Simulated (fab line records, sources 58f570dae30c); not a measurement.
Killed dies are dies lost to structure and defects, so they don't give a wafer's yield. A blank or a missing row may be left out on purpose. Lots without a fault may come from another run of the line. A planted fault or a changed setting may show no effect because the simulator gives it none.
fab line records | flow berkeley_cmos170
record lots=14 wafers=42 last_day=10
route steps=331 shown NWELL@25 NVT@113 GATE@140 V2@295
lots that met no fault: from a run of the same line without faults
start_h: hours from the record's first day to the start of the lot's first wafer shown | wait_h: hours since the lot's step before | " the same as in the row above | L1.1+2: a row that stands for several wafers | - no value, or no start given | * or withheld: withheld | < > ~ a bound
route shown NAME@n: a module of which the file shows steps, and the number in the route of the first | usual: mean/standard deviation of fault-free wafers | same: alike in all rows | chamber/n: place in a boat | sites: the reading at each site | _std_site: their standard deviation | _edge_site: outer sites' mean less inner sites' | radius_mm: how far each site lies from the wafer's centre | mask NAME#n: copy n | behind: the tool/chamber that last shaped the wafer | hold: why the lot was held/for how many hours/how that ended | device: the transistor (n, p or np) that didn't switch | end of line: the same wafers' tests at the end of the route | a step without rows: its recipe alone | killed: dies lost to structure and defects at the first sort, not the wafer's yield | map: a wafer's dies, x killed, . not, _ none there
set.NAME: the setting as run; set.NAME@STEP: as run at that earlier step | model.NAME: the simulator's own value behind a step, which no gauge read
steps of the route over a sample of lots; a table a step, a row a wafer
services: from which hour (start_h, from the record's first day; less than 0 if before it) a tool's chamber was out of use, for how many hours, and why
## steps
# step UCB170_NWELL_DEVELOP_11
# recipe developer=TMAH develop_time_s=45 resist=KrF dev_temp_c=21
# columns lot.wafer tool chamber start_h wait_h
L357.2+3+4 litho_track-01 0 31 -
L358.2+4+6 litho_track-02 0 34 -
L360.1+4+6 litho_track-03 0 46 -
L361.4+5+6 litho_track-03 0 51 -
L364.1+3+5 litho_track-01 0 66 -
L365.3+4+5 litho_track-02 0 76 -
L366.1+2+3 litho_track-01 0 81 -
L367.3+4+5 litho_track-01 0 85 -
L368.2+4+5 litho_track-03 0 92 -
L369.4+5+6 litho_track-03 0 95 -
L370.3+5+6 litho_track-03 0 102 -
L373.3+5+6 litho_track-01 0 114 -
L375.3+4+6 litho_track-02 0 123 -
L379.1+2+6 litho_track-02 0 142 -
# step UCB170_NWELL_TW_MEAS_16
# usual NWELL_TW=1239/12
# columns lot.wafer tool chamber start_h wait_h NWELL_TW
L357.2 film_metro-04 - 31.98 0.1 1261
L357.3 " - " " 1256
L357.4 " - " " 1257
L358.2 film_metro-04 - 35.25 0.1 1261
L358.4 " - " " 1260
L358.6 " - " " 1260
L360.1 film_metro-04 - 46.56 0.1 1253
L360.4 " - " " 1256
L360.6 " - " " 1261
L361.4 film_metro-04 - 52.24 0.1 1245
L361.5 " - " " 1244
L361.6 " - " " 1246
L364.1 film_metro-04 - 67.20 0.1 1243
L364.3 " - " " 1249
L364.5 " - " " 1248
L365.3 film_metro-02 - 76.51 0.1 1228
L365.4 " - " " 1234
L365.5 " - " " 1232
L366.1 film_metro-02 - 81.62 0.1 1233
L366.2 " - " " 1233
L366.3 " - " " 1233
L367.3 film_metro-02 - 86.00 0.1 1226
L367.4 " - " " 1225
L367.5 " - " " 1230
L368.2 film_metro-04 - 92.68 0.1 1249
L368.4 " - " " 1249
L368.5 " - " " 1249
L369.4 film_metro-01 - 96.14 0.1 1220
L369.5 " - " " 1216
L369.6 " - " " 1223
L370.3 film_metro-02 - 103.06 0.1 1235
L370.5 " - " " 1232
L370.6 " - " " 1232
L373.3 film_metro-02 - 115.20 0.1 1227
L373.5 " - " " 1229
L373.6 " - " " 1232
L375.3 film_metro-01 - 124.09 0.1 406
L375.4 " - " " 399
L375.6 " - " " 406
L379.1 film_metro-01 - 143.32 0.1 365
L379.2 " - " " 379
L379.6 " - " " 365
# step UCB170_NVT_TW_MEAS_09
# usual NVT_TW=519/4.4
# columns lot.wafer tool chamber start_h wait_h NVT_TW
L357.2 film_metro-01 - 114.56 0.1 513
L357.3 " - " " 513
L357.4 " - " " 513
L358.2 film_metro-01 - 121.32 0.1 514
L358.4 " - " " 513
L358.6 " - " " 515
L360.1 film_metro-01 - 132.64 0.1 515
L360.4 " - " " 512
L360.6 " - " " 518
L361.4 film_metro-02 - 132.67 0.1 516
L361.5 " - " " 519
L361.6 " - " " 517
L364.1 film_metro-01 - 147.75 0.1 513
L364.3 " - " " 516
L364.5 " - " " 515
L365.3 film_metro-01 - 158.14 0.1 518
L365.4 " - " " 514
L365.5 " - " " 516
L366.1 film_metro-01 - 158.40 0.1 517
L366.2 " - " " 517
L366.3 " - " " 513
L368.2 film_metro-01 - 168.19 0.1 514
L368.4 " - " " 513
L368.5 " - " " 517
L367.3 film_metro-04 - 168.33 0.1 526
L367.4 " - " " 524
L367.5 " - " " 527
L369.4 film_metro-02 - 173.32 0.1 515
L369.5 " - " " 519
L369.6 " - " " 519
L370.3 film_metro-01 - 173.39 0.1 519
L370.5 " - " " 516
L370.6 " - " " 518
L373.3 film_metro-04 - 187.29 0.1 528
L373.5 " - " " 525
L373.6 " - " " 528
# step UCB170_GATE_ETCH_14
# recipe chemistry=N2/H2 target_depth_a=withheld overetch_a=withheld target=BARC time_s=withheld source_w=500 bias_w=100 pressure_mtorr=30 n2_flow_sccm=100 h2_flow_sccm=200
# usual drypump_motor_current_A=6.0/0.44 oes_product_au=1.008/0.016 throttle_valve_pct=13.35/0.21
# columns lot.wafer tool chamber start_h wait_h drypump_motor_current_A oes_product_au throttle_valve_pct
L357.2 rie_diel-01 2 128.27 0.0 5.9 1.025 13.54
L357.3 " 1 " " 5.3 0.987 13.23
L357.4 " 1 " " 5.3 0.985 13.23
L358.2 rie_diel-01 0 135.75 0.0 6.0 1.008 13.16
L358.4 " 3 " " 6.5 1.036 13.40
L358.6 " 1 " " 5.3 0.982 13.22
L361.4 rie_diel-02 0 149.78 0.0 5.8 0.995 13.50
L361.5 " 1 " " 6.5 1.027 13.28
L361.6 " 0 " " 5.9 1.000 13.47
L360.1 rie_diel-01 0 150.05 0.0 5.9 1.004 13.18
L360.4 " 3 " " 6.5 1.019 13.40
L360.6 " 2 " " 5.8 1.002 13.52
L364.1 rie_diel-01 1 163.44 0.0 5.3 0.982 13.23
L364.3 " 3 " " 6.5 1.032 13.39
L364.5 " 0 " " 6.0 1.017 13.16
L365.3 rie_diel-01 0 173.35 0.0 6.0 1.010 13.16
L365.4 " 0 " " 6.0 1.009 13.15
L365.5 " 2 " " 5.8 1.010 13.52
L366.1 rie_diel-03 1 173.51 0.0 5.2 1.011 13.63
L366.2 " 3 " " 6.1 1.026 12.88
L366.3 " 0 " " 6.3 1.026 13.43
L369.4 rie_diel-01 2 185.70 0.0 5.8 1.021 13.52
L369.5 " 0 " " 6.0 1.014 13.15
L369.6 " 1 " " 5.3 0.973 13.23
L370.3 rie_diel-03 0 185.80 0.0 6.3 1.027 13.41
L370.5 " 2 " " 6.7 1.015 13.58
L370.6 " 1 " " 5.2 1.018 13.60
L367.3 rie_diel-02 3 185.92 0.0 6.5 1.001 13.30
L367.4 " 2 " " 6.1 1.021 13.62
L367.5 " 0 " " 5.8 0.994 13.49
L368.2 rie_diel-01 2 186.40 0.0 5.9 1.003 13.53
L368.4 " 0 " " 6.0 0.995 13.15
L368.5 " 2 " " 5.9 1.010 13.53
L373.3 rie_diel-02 2 204.27 0.0 6.0 1.026 13.62
L373.5 " 0 " " 5.8 0.985 13.47
L373.6 " 1 " " 6.4 1.025 13.29
# step UCB170_V2_BOW_MEAS_03
# recipe mode=bow
# usual V2_BOW=36/7.3
# columns lot.wafer tool chamber start_h wait_h V2_BOW[um]
L357.2 film_metro-03 - 161.66 0.2 35
L357.3 " - " " 29
L357.4 " - " " 37
L358.2 film_metro-02 - 177.41 0.2 37
L358.4 " - " " 33
L358.6 " - " " 35
L360.1 film_metro-04 - 193.87 0.2 43
L360.4 " - " " 44
L360.6 " - " " 47
L361.4 film_metro-02 - 194.05 0.2 19
L361.5 " - " " 38
L361.6 " - " " 25
L364.1 film_metro-02 - 203.43 0.2 37
L364.3 " - " " 21
L364.5 " - " " 22
L365.3 film_metro-04 - 211.09 0.3 35
L365.4 " - " " 42
L365.5 " - " " 41
L366.1 film_metro-03 - 211.60 0.1 47
L366.2 " - " " 49
L366.3 " - " " 51
L369.4 film_metro-04 - 222.13 0.3 30
L369.5 " - " " 40
L369.6 " - " " 24
L367.3 film_metro-04 - 222.67 0.2 44
L367.4 " - " " 41
L367.5 " - " " 30
L370.3 film_metro-02 - 222.91 0.3 29
L370.5 " - " " 30
L370.6 " - " " 34
L368.2 film_metro-03 - 223.01 0.3 36
L368.4 " - " " 34
L368.5 " - " " 41
L373.3 film_metro-04 - 241.37 0.2 38
L373.5 " - " " 24
L373.6 " - " " 37
## services
# columns tool chamber start_h hours kind
rie_diel-02 - 32.01 0.5 repair
rie_diel-02 2 38.62 1.2 repair
rie_diel-03 - 47.28 1.8 repair
litho_track-01 - 50.09 - consumable_replace:filter
rie_diel-01 3 85.84 4.1 repair
rie_diel-01 3 89.99 - clean
rie_diel-01 3 89.99 30.0 scheduled_down
rie_diel-01 3 89.99 30.0 vent_cycle
rie_diel-01 1 103.90 20.6 repair
rie_diel-01 3 120.03 9.3 repair
rie_diel-03 2 127.06 6.4 repair
rie_diel-03 3 138.22 5.9 repair
rie_diel-03 2 149.25 5.5 repair
rie_diel-03 0 152.20 10.0 repair
rie_diel-01 2 155.15 9.8 repair
rie_diel-01 3 172.85 21.7 repair
rie_diel-03 0 190.45 - clean
rie_diel-03 0 190.45 11.7 scheduled_down
rie_diel-03 0 190.45 11.7 vent_cycle
## key
first_sign step=UCB170_NWELL_TW_MEAS_16 reading=NWELL_TW direction=down sigmas=68 usual=1239 struck=386
effect none on later readings
met_at UCB170_NWELL_DEVELOP_11
struck_lots L375,L379
later_rows_left_out L375.3,L375.4,L375.6,L379.1,L379.2,L379.6
sort_left_out L375.3,L375.4,L375.6,L379.1,L379.2,L379.6
tester_left_out L375,L379
not_acting_at UCB170_NVT_TW_MEAS_09,UCB170_GATE_ETCH_14,UCB170_V2_BOW_MEAS_03
onset_between 76 123
also_fits time
fault kind=process_parameter_drift tool=litho_track-02 chamber=- onset_h=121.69 steps=UCB170_NWELL_DEVELOP_11 channel=develop_time_s offset=* shape=step end_h=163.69 acts_in=* stated=*
# tester_left_out: of these lots the tester's yield and bins aren't shown, on N5 and GAA mostly nor the transistor test; their killed dies are dies lost to structure and defects alone, not to doping, threshold or leakage, so they don't give the yield
# sort_left_out: the simulated sort isn't trusted on such a fault, so these wafers' sort isn't shown, and their yield isn't known
# later_rows_left_out: the simulator's readings of these wafers behind a module that went badly wrong aren't trusted and aren't shown, but for the sort
